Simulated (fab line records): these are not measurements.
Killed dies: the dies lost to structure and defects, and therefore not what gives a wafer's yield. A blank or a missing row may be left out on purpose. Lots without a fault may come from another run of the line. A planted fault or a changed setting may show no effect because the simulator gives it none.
fab line records	flow rit-cmos
[record] lots = 7	wafers = 21	last-day = 7
route steps=202 shown FOX2@25 NWELL@28 PWELL@39 WELLDRIVE@50 NRETRO@53 PRETRO@64
lots that met no fault: from a run of the same line without faults
start-h: hours from the record's opening day to when the first of the lot's shown wafers began	wait-h: hours elapsed since this lot's preceding step	" the same as in the row above	L1.1+2: several wafers, shown together as one row	- no value, or no start was given	* or withheld: withheld	< > ~ a bound
route shown NAME@n: NAME is a module with steps in the file, n the number in the route of the first one	usual: mean/standard deviation taken from wafers without a fault	same: alike in all rows	chamber/n: place in a boat	sites: per-site readings	_std_site: standard deviation across them	_edge_site: outer sites' mean less inner sites'	radius-mm: for every site, how far away it sits from the centre of the wafer	mask NAME#n: copy n	behind: the last tool/chamber to shape the wafer	hold: why the lot went on hold/how many hours it stayed there/how the hold came to an end	device: the n, p or np transistor that did not switch	end of line: tests run on the same wafers once the route is complete	a step with no rows: only its recipe	killed: the dies lost at the first sort to structure and to defects; this is not the yield of the wafer	map: dies across one wafer; x = killed, . = not, _ = none there
set.NAME: setting as actually run; set.NAME@STEP: the setting as run at that earlier step	model.NAME: the simulator's own value behind a step, which no gauge read
lots seen at some steps along the route; tables by step, rows by wafer
services: when a tool's chamber went out of use (start-h, in hours from the record's first day, below 0 if earlier), for how many hours, and the reason
[[steps]]
[step RIT_FOX2_CLEAN_02]
[recipe] chemistry = dHF	dilution = 50:1	time-s = 180
[step RIT_FOX2_WET_ETCH_03]
[recipe] chemistry = H3PO4	target = Si3N4	target-depth-nm = 195	temp-c = 165	time-s = 2700
[step RIT_FOX2_THK_MEAS_90]
[recipe] reads = SiO2_of_FOX2_OXIDATION_00
[usual] FIELD_OXIDE_LEFT_1_THK = 322/6.9
lot.wafer	tool	chamber	start-h	wait-h	FIELD_OXIDE_LEFT_1_THK[nm]
L502.1	film-metro-02	-	25.79	0.0	324
L502.2	"	-	"	"	315
L502.6	"	-	"	"	315
L511.2	film-metro-02	-	73.97	0.0	327
L511.3	"	-	"	"	330
L511.5	"	-	"	"	325
L512.1	film-metro-02	-	77.86	0.0	331
L512.3	"	-	"	"	331
L512.4	"	-	"	"	324
L513.1	film-metro-02	-	82.84	0.0	327
L513.2	"	-	"	"	328
L513.3	"	-	"	"	328
L516.2	film-metro-01	-	95.22	0.0	329
L516.3	"	-	"	"	325
L516.4	"	-	"	"	327
L522.2	film-metro-01	-	130.21	0.0	314
L522.3	"	-	"	"	310
L522.6	"	-	"	"	316
L523.1	film-metro-04	-	134.45	0.0	321
L523.4	"	-	"	"	322
L523.6	"	-	"	"	319
[step RIT_NWELL_HMDS_00]
[recipe] prime-time-s = 60	prime-temp-c = 140
[step RIT_NWELL_COAT_01]
[recipe] resist = NOVOLAK	spin-rpm = 2000	resist-thk-nm = 1300
[step RIT_NWELL_SOFTBAKE_02]
[recipe] resist = NOVOLAK	temp-c = 90	time-s = 60
[step RIT_NWELL_EXPOSE_03]
[recipe] mask-id = M2	na = 0.57	target-cd-nm = 43900	dose-mj = 250
[step RIT_NWELL_PEB_04]
[recipe] resist = NOVOLAK	temp-c = withheld	time-s = withheld
[step RIT_NWELL_DEVELOP_05]
[recipe] resist = NOVOLAK	develop-time-s = 68	dev-temp-c = 23
[step RIT_NWELL_OVL_MEAS_06]
[usual] NWELL_OVL = -1.3/1.4
lot.wafer	tool	chamber	start-h	wait-h	NWELL_OVL[nm]
L502.1	overlay-02	-	26.73	-	-2.1
L502.2	"	-	"	"	-1.0
L502.6	"	-	"	"	-2.1
L511.2	overlay-01	-	74.90	-	0.6
L511.3	"	-	"	"	0.0
L511.5	"	-	"	"	0.2
L512.1	overlay-02	-	78.80	-	-2.8
L512.3	"	-	"	"	-1.6
L512.4	"	-	"	"	-1.2
L513.1	overlay-02	-	83.78	-	0.6
L513.2	"	-	"	"	2.1
L513.3	"	-	"	"	1.1
L516.2	overlay-01	-	96.37	-	-4.0
L516.3	"	-	"	"	-5.1
L516.4	"	-	"	"	-4.4
L522.2	overlay-01	-	131.14	-	0.6
L522.3	"	-	"	"	-0.4
L522.6	"	-	"	"	-1.4
L523.1	overlay-02	-	135.54	-	-0.2
L523.4	"	-	"	"	-0.4
L523.6	"	-	"	"	0.7
[step RIT_NWELL_HARDBAKE_07]
[recipe] resist = NOVOLAK	temp-c = 140	time-s = 120
[step RIT_NWELL_IMPLANT_08]
[recipe] species = P	energy-kev = 170	dose-cm2 = 5e+13	tilt-deg = 7
[step RIT_NWELL_STRIP_09]
[recipe] chemistry = O2	time-s = 180	resist = NOVOLAK	platen-temp-c = withheld	power-w = 500	pressure-mtorr = 4000	o2-flow-sccm = 4000
[usual] chamber-pressure-mTorr = 4000/3.3	drypump-motor-current-A = 5.5/0.55
lot.wafer	tool	chamber	start-h	wait-h	chamber-pressure-mTorr	drypump-motor-current-A	rf-hours-counter-h	model.NOVOLAK_of_NWELL_COAT_01.thk-nm
L502.1	plasma-asher-03	1	27.17	0.1	3994	5.7	37	0
L502.2	"	0	"	"	4003	5.6	37	0
L502.6	"	1	"	"	4001	5.7	-	0
L511.2	plasma-asher-01	1	75.33	0.1	-	-	-	1136
L511.3	"	1	"	"	-	-	-	1137
L511.5	"	0	"	"	-	-	-	1137
L512.1	plasma-asher-02	0	79.23	0.1	-	-	-	1135
L512.3	"	0	"	"	-	-	-	1139
L512.4	"	1	"	"	-	-	-	1135
L513.1	plasma-asher-01	0	84.22	0.1	-	-	-	1139
L513.2	"	1	"	"	-	-	-	1141
L513.3	"	1	"	"	-	-	-	1139
L516.2	plasma-asher-01	0	96.80	0.1	3998	4.9	45	0
L516.3	"	0	"	"	3993	4.9	-	0
L516.4	"	1	"	"	4003	6.4	-	0
L522.2	plasma-asher-01	1	131.65	0.1	3993	6.4	49	0
L522.3	"	0	"	"	4001	4.9	-	0
L522.6	"	1	"	"	3998	6.4	-	0
L523.1	plasma-asher-01	0	135.98	0.1	4000	4.9	50	0
L523.4	"	1	"	"	3998	6.4	-	0
L523.6	"	0	"	"	3999	4.9	-	0
[step RIT_NWELL_TW_MEAS_10]
[usual] NWELL_TW = 2144/18
lot.wafer	tool	chamber	start-h	wait-h	NWELL_TW
L502.1	film-metro-03	-	27.34	0.1	2147
L502.2	"	-	"	"	2144
L502.6	"	-	"	"	2144
L511.2	film-metro-01	-	75.52	0.1	2119
L511.3	"	-	"	"	2126
L511.5	"	-	"	"	2127
L512.1	film-metro-01	-	79.41	0.1	2136
L512.3	"	-	"	"	2125
L512.4	"	-	"	"	2132
L513.1	film-metro-01	-	84.39	0.1	2126
L513.2	"	-	"	"	2117
L513.3	"	-	"	"	2112
L516.2	film-metro-04	-	96.98	0.1	2170
L516.3	"	-	"	"	2155
L516.4	"	-	"	"	2156
L522.2	film-metro-03	-	131.83	0.1	2152
L522.3	"	-	"	"	2149
L522.6	"	-	"	"	2143
L523.1	film-metro-04	-	136.15	0.1	2155
L523.4	"	-	"	"	2153
L523.6	"	-	"	"	2157
[step RIT_PWELL_HMDS_00]
[recipe] prime-time-s = 60	prime-temp-c = 140
[step RIT_PWELL_COAT_01]
[recipe] resist = NOVOLAK	spin-rpm = 2000	resist-thk-nm = 1300
[step RIT_PWELL_SOFTBAKE_02]
[recipe] resist = NOVOLAK	temp-c = 90	time-s = 61.06
[usual] plate-sensor-t-centre-C = 90.97/0.0088	plate-sensor-t-edge-C = 91.020/0.0092
lot.wafer	tool	chamber	start-h	wait-h	plate-sensor-t-centre-C	plate-sensor-t-edge-C
L502.1	litho-track-03	0	27.70	0.1	90.961	91.030
L502.2	"	0	"	"	90.99	91.012
L502.6	"	0	"	"	90.969	90.996
L511.2	litho-track-02	0	76.04	0.1	90.966	91.022
L511.3	"	0	"	"	90.971	91.020
L511.5	"	0	"	"	90.981	91.019
L512.1	litho-track-03	0	79.77	0.1	90.972	91.019
L512.3	"	0	"	"	90.981	91.033
L512.4	"	0	"	"	90.957	91.030
L513.1	litho-track-03	0	84.75	0.1	90.973	91.015
L513.2	"	0	"	"	90.96	91.016
L513.3	"	0	"	"	90.966	91.022
L516.2	litho-track-02	0	97.36	0.1	90.964	91.020
L516.3	"	0	"	"	90.976	91.012
L516.4	"	0	"	"	90.959	91.012
L522.2	litho-track-03	0	132.21	0.1	90.975	91.031
L522.3	"	0	"	"	90.974	91.014
L522.6	"	0	"	"	90.988	91.021
L523.1	litho-track-01	0	136.51	0.1	90.961	91.020
L523.4	"	0	"	"	90.975	91.030
L523.6	"	0	"	"	90.969	91.040
[step RIT_PWELL_EXPOSE_03]
[recipe] mask-id = M3	na = 0.57	target-cd-nm = 43700	dose-mj = 250
[step RIT_PWELL_PEB_04]
[recipe] resist = NOVOLAK	temp-c = withheld	time-s = withheld
[step RIT_PWELL_DEVELOP_05]
[recipe] resist = NOVOLAK	develop-time-s = 68	dev-temp-c = 22.57
[step RIT_PWELL_OVL_MEAS_06]
[usual] PWELL_OVL = 0.4/0.96
lot.wafer	tool	chamber	start-h	wait-h	PWELL_OVL[nm]
L502.1	overlay-02	-	28.28	-	0.5
L502.2	"	-	"	"	-1.6
L502.6	"	-	"	"	-0.2
L511.2	overlay-02	-	76.79	-	-1.2
L511.3	"	-	"	"	-2.0
L511.5	"	-	"	"	-1.4
L512.1	overlay-02	-	80.47	-	-0.8
L512.3	"	-	"	"	0.6
L512.4	"	-	"	"	0.0
L513.1	overlay-01	-	85.33	-	-0.8
L513.2	"	-	"	"	0.6
L513.3	"	-	"	"	-0.2
L516.2	overlay-02	-	98.04	-	1.5
L516.3	"	-	"	"	1.0
L516.4	"	-	"	"	1.5
L522.2	overlay-01	-	132.77	-	0.1
L522.3	"	-	"	"	0.3
L522.6	"	-	"	"	0.4
L523.1	overlay-01	-	137.21	-	0.7
L523.4	"	-	"	"	0.9
L523.6	"	-	"	"	1.0
[step RIT_PWELL_HARDBAKE_07]
[recipe] resist = NOVOLAK	temp-c = 140	time-s = 120
[step RIT_PWELL_IMPLANT_08]
[recipe] species = B	energy-kev = 170	dose-cm2 = 7e+13	tilt-deg = 7
[step RIT_PWELL_STRIP_09]
[recipe] chemistry = O2	time-s = 180	resist = NOVOLAK	platen-temp-c = withheld	power-w = 500	pressure-mtorr = 4000	o2-flow-sccm = 4000
[usual] chamber-pressure-mTorr = 4000/4.2	drypump-motor-current-A = 5.4/0.67
lot.wafer	tool	chamber	start-h	wait-h	chamber-pressure-mTorr	drypump-motor-current-A	rf-hours-counter-h
L502.1	plasma-asher-04	1	28.72	0.1	4002	5.9	24
L502.2	"	0	"	"	3996	6.3	24
L502.6	"	1	"	"	4000	5.9	-
L511.2	plasma-asher-01	1	77.22	0.1	3998	6.4	43
L511.3	"	0	"	"	3999	5.0	-
L511.5	"	1	"	"	3998	6.4	-
L512.1	plasma-asher-01	0	80.91	0.1	3999	4.9	44
L512.3	"	0	"	"	4004	4.9	-
L512.4	"	1	"	"	4000	6.4	-
L513.1	plasma-asher-02	0	85.77	0.1	4002	5.1	45
L513.2	"	1	"	"	3998	4.7	45
L513.3	"	1	"	"	3998	4.6	-
L516.2	plasma-asher-01	0	98.47	0.1	3993	4.9	45
L516.3	"	1	"	"	3998	6.4	-
L516.4	"	0	"	"	3993	5.0	-
L522.2	plasma-asher-01	0	133.20	0.1	4000	4.9	49
L522.3	"	0	"	"	4021	4.9	-
L522.6	"	1	"	"	4002	6.4	-
L523.1	plasma-asher-02	1	137.65	0.1	3995	4.7	2
L523.4	"	0	"	"	3995	5.1	-
L523.6	"	1	"	"	3998	4.7	-
[step RIT_PWELL_TW_MEAS_10]
[usual] PWELL_TW = 951/7.4
lot.wafer	tool	chamber	start-h	wait-h	PWELL_TW
L502.1	film-metro-03	-	28.89	0.1	957
L502.2	"	-	"	"	952
L502.6	"	-	"	"	951
L511.2	film-metro-01	-	77.41	0.1	30
L511.3	"	-	"	"	30
L511.5	"	-	"	"	30
L512.1	film-metro-01	-	81.08	0.1	30
L512.3	"	-	"	"	30
L512.4	"	-	"	"	30
L513.1	film-metro-04	-	85.95	0.1	30
L513.2	"	-	"	"	30
L513.3	"	-	"	"	30
L516.2	film-metro-01	-	98.66	0.1	946
L516.3	"	-	"	"	943
L516.4	"	-	"	"	941
L522.2	film-metro-03	-	133.39	0.1	949
L522.3	"	-	"	"	950
L522.6	"	-	"	"	955
L523.1	film-metro-04	-	137.83	0.1	958
L523.4	"	-	"	"	960
L523.6	"	-	"	"	961
[step RIT_WELLDRIVE_ANNEAL_00]
[recipe] temp-c = 1100	time-s = 14700	ambient = N2
[step RIT_WELLDRIVE_RS_MEAS_01]
[recipe] thk-meas-gauge = four-point-probe
[usual] NWELL_RS = 275.2/0.84
lot.wafer	tool	chamber	start-h	wait-h	NWELL_RS[ohm/sq]
L502.1	film-metro-01	-	34.99	0.0	275.3
L502.2	"	-	"	"	274.8
L502.6	"	-	"	"	275.3
L511.2	film-metro-01	-	82.56	0.0	274.7
L511.3	"	-	"	"	274.4
L511.5	"	-	"	"	274.5
L512.1	film-metro-01	-	87.63	0.0	273.8
L512.3	"	-	"	"	274.3
L512.4	"	-	"	"	274.6
L513.1	film-metro-04	-	91.09	0.0	274.6
L513.2	"	-	"	"	275.5
L513.3	"	-	"	"	276.5
L516.2	film-metro-01	-	104.59	0.0	275.9
L516.3	"	-	"	"	276.3
L516.4	"	-	"	"	276.5
L522.2	film-metro-04	-	138.54	0.0	275.1
L522.3	"	-	"	"	275.9
L522.6	"	-	"	"	274.6
L523.1	film-metro-03	-	143.26	0.0	275.3
L523.4	"	-	"	"	274.8
L523.6	"	-	"	"	275.2
[step RIT_WELLDRIVE_RS_MEAS_02]
[recipe] thk-meas-gauge = four-point-probe
[usual] PWELL_RS = 429.0/1.1
lot.wafer	tool	chamber	start-h	wait-h	PWELL_RS[ohm/sq]
L502.1	film-metro-01	-	35.11	0.1	428.2
L502.2	"	-	"	"	429.3
L502.6	"	-	"	"	428.2
L511.2	film-metro-01	-	82.68	0.1	428.3
L511.3	"	-	"	"	428.5
L511.5	"	-	"	"	427.8
L512.1	film-metro-01	-	87.75	0.1	427.5
L512.3	"	-	"	"	427.5
L512.4	"	-	"	"	427.4
L513.1	film-metro-04	-	91.21	0.1	430.3
L513.2	"	-	"	"	431.3
L513.3	"	-	"	"	429.2
L516.2	film-metro-01	-	104.71	0.1	430.8
L516.3	"	-	"	"	428.7
L516.4	"	-	"	"	428.8
L522.2	film-metro-04	-	138.66	0.1	429.1
L522.3	"	-	"	"	429.6
L522.6	"	-	"	"	428.8
L523.1	film-metro-03	-	143.38	0.1	427.9
L523.4	"	-	"	"	427.7
L523.6	"	-	"	"	428.9
[step RIT_NRETRO_HMDS_00]
[recipe] prime-time-s = 60	prime-temp-c = 140
[step RIT_NRETRO_COAT_01]
[recipe] resist = NOVOLAK	spin-rpm = 2000	resist-thk-nm = 1300
[step RIT_NRETRO_SOFTBAKE_02]
[recipe] resist = NOVOLAK	temp-c = 90	time-s = 60
[step RIT_NRETRO_EXPOSE_03]
[recipe] mask-id = M4	na = 0.57	target-cd-nm = 43900	dose-mj = 250
[step RIT_NRETRO_PEB_04]
[recipe] resist = NOVOLAK	temp-c = withheld	time-s = withheld
[step RIT_NRETRO_DEVELOP_05]
[recipe] resist = NOVOLAK	develop-time-s = 68	dev-temp-c = 23
[step RIT_NRETRO_OVL_MEAS_06]
[usual] NRETRO_OVL = 0.1/1.3
lot.wafer	tool	chamber	start-h	wait-h	NRETRO_OVL[nm]
L502.1	overlay-01	-	36.23	-	0.3
L502.2	"	-	"	"	1.8
L502.6	"	-	"	"	2.0
L511.2	overlay-01	-	83.79	-	-1.4
L511.3	"	-	"	"	-1.3
L511.5	"	-	"	"	1.2
L512.1	overlay-01	-	88.86	-	-2.4
L512.3	"	-	"	"	-0.8
L512.4	"	-	"	"	0.2
L513.1	overlay-01	-	92.43	-	1.1
L513.2	"	-	"	"	0.9
L513.3	"	-	"	"	1.9
L516.2	overlay-01	-	105.82	-	1.0
L516.3	"	-	"	"	0.9
L516.4	"	-	"	"	-0.3
L522.2	overlay-01	-	139.77	-	0.9
L522.3	"	-	"	"	2.6
L522.6	"	-	"	"	0.7
L523.1	overlay-01	-	144.46	-	0.9
L523.4	"	-	"	"	-1.6
L523.6	"	-	"	"	-1.2
[step RIT_NRETRO_HARDBAKE_07]
[recipe] resist = NOVOLAK	temp-c = 140	time-s = 120
[step RIT_NRETRO_IMPLANT_08]
[recipe] species = P	energy-kev = 70	dose-cm2 = 1e+13	tilt-deg = 7
[step RIT_NRETRO_STRIP_09]
[recipe] chemistry = O2	time-s = 180	resist = NOVOLAK	platen-temp-c = withheld	power-w = 500	pressure-mtorr = 4000	o2-flow-sccm = 4000
[usual] chamber-pressure-mTorr = 4000/3.7	drypump-motor-current-A = 5.7/0.5
lot.wafer	tool	chamber	start-h	wait-h	chamber-pressure-mTorr	drypump-motor-current-A	rf-hours-counter-h
L502.1	plasma-asher-03	0	36.67	0.1	4001	5.6	38
L502.2	"	1	"	"	3998	5.7	38
L502.6	"	1	"	"	4006	5.7	-
L511.2	plasma-asher-03	1	84.22	0.1	4004	5.7	43
L511.3	"	0	"	"	4003	5.6	-
L511.5	"	1	"	"	3999	5.7	-
L512.1	plasma-asher-03	1	89.30	0.1	4000	5.7	43
L512.3	"	1	"	"	4007	5.7	-
L512.4	"	0	"	"	3995	5.6	-
L513.1	plasma-asher-04	0	92.96	0.1	4000	6.3	31
L513.2	"	1	"	"	3998	5.9	31
L513.3	"	1	"	"	3996	5.9	-
L516.2	plasma-asher-04	1	106.25	0.1	4004	5.9	33
L516.3	"	1	"	"	4000	5.9	-
L516.4	"	0	"	"	4000	6.3	-
L522.2	plasma-asher-04	0	140.20	0.1	3996	6.4	37
L522.3	"	0	"	"	4009	6.3	-
L522.6	"	0	"	"	3997	6.3	-
L523.1	plasma-asher-03	0	144.90	0.1	4003	5.6	49
L523.4	"	1	"	"	4002	5.7	-
L523.6	"	1	"	"	4002	5.7	-
[step RIT_NRETRO_TW_MEAS_10]
[usual] NRETRO_TW = 1054/6.6
lot.wafer	tool	chamber	start-h	wait-h	NRETRO_TW
L502.1	film-metro-02	-	36.87	0.1	1041
L502.2	"	-	"	"	1043
L502.6	"	-	"	"	1039
L511.2	film-metro-02	-	84.41	0.1	30
L511.3	"	-	"	"	30
L511.5	"	-	"	"	30
L512.1	film-metro-02	-	89.47	0.1	30
L512.3	"	-	"	"	30
L512.4	"	-	"	"	30
L513.1	film-metro-03	-	93.14	0.1	30
L513.2	"	-	"	"	30
L513.3	"	-	"	"	30
L516.2	film-metro-03	-	106.43	0.1	1063
L516.3	"	-	"	"	1063
L516.4	"	-	"	"	1058
L522.2	film-metro-02	-	140.38	0.1	1057
L522.3	"	-	"	"	1049
L522.6	"	-	"	"	1048
L523.1	film-metro-04	-	145.07	0.1	1061
L523.4	"	-	"	"	1067
L523.6	"	-	"	"	1073
[step RIT_PRETRO_HMDS_00]
[recipe] prime-time-s = 60	prime-temp-c = 140
[step RIT_PRETRO_COAT_01]
[recipe] resist = NOVOLAK	spin-rpm = 2000	resist-thk-nm = 1316
[step RIT_PRETRO_SOFTBAKE_02]
[recipe] resist = NOVOLAK	temp-c = 90	time-s = 60
[step RIT_PRETRO_TW_MEAS_10]
[usual] PRETRO_TW = 473.9/2.2
lot.wafer	tool	chamber	start-h	wait-h	PRETRO_TW
L502.1	film-metro-03	-	38.52	0.1	474.4
L502.2	"	-	"	"	475.6
L502.6	"	-	"	"	473.8
L511.2	film-metro-01	-	86.09	0.1	29.8
L511.3	"	-	"	"	29.7
L511.5	"	-	"	"	29.7
L512.1	film-metro-01	-	91.03	0.1	29.9
L512.3	"	-	"	"	29.5
L512.4	"	-	"	"	29.9
L513.1	film-metro-02	-	94.81	0.1	30.0
L513.2	"	-	"	"	30.0
L513.3	"	-	"	"	29.9
L516.2	film-metro-01	-	107.98	0.1	472.2
L516.3	"	-	"	"	472.0
L516.4	"	-	"	"	472.5
L522.2	film-metro-01	-	141.94	0.1	473.3
L522.3	"	-	"	"	473.1
L522.6	"	-	"	"	472.1
L523.1	film-metro-01	-	146.76	0.1	472.2
L523.4	"	-	"	"	472.5
L523.6	"	-	"	"	473.2
[[services]]
tool	chamber	start-h	hours	kind
plasma-asher-02	-	108.80	9.0	pm
plasma-asher-02	0	108.80	9.0	vent-cycle
plasma-asher-02	1	108.80	9.0	vent-cycle
plasma-asher-02	0	117.80	-	clean
plasma-asher-02	1	117.80	-	clean
[[key]]
[first-sign] step = RIT_NWELL_STRIP_09	reading = tool-record	direction = missing
[effect] step = RIT_PWELL_TW_MEAS_10	reading = PWELL_TW	direction = down	sigmas = 99+	usual = 951	struck = 30
[effect] step = RIT_NRETRO_TW_MEAS_10	reading = NRETRO_TW	direction = down	sigmas = 99+	usual = 1054	struck = 30
[effect] step = RIT_PRETRO_TW_MEAS_10	reading = PRETRO_TW	direction = down	sigmas = 99+	usual = 473.9	struck = 29.8
[model-effect] step = RIT_NWELL_STRIP_09	value = NOVOLAK_of_NWELL_COAT_01.thk-nm	without = 0	struck = 1137
met-at RIT_NWELL_STRIP_09
struck-wafers L511.2,L511.3,L511.5,L512.1,L512.3,L512.4,L513.1,L513.2,L513.3
sort-left-out L511.2,L511.3,L511.5,L512.1,L512.3,L512.4,L513.1,L513.2,L513.3
tester-left-out L511,L512,L513
[fault] kind = skipped-step-whole	tool = plasma-asher-01,plasma-asher-02	chamber = -	onset-h = 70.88	steps = RIT_NWELL_STRIP_09	scope = struck-lots-only
// tester-left-out: of these lots the tester's yield and bins aren't shown, on N5 and GAA mostly nor the transistor test; their killed dies are dies lost to structure and defects alone, not to doping, threshold or leakage, so they don't give the yield
// sort-left-out: the simulated sort isn't trusted on such a fault, so these wafers' sort isn't shown, and their yield isn't known
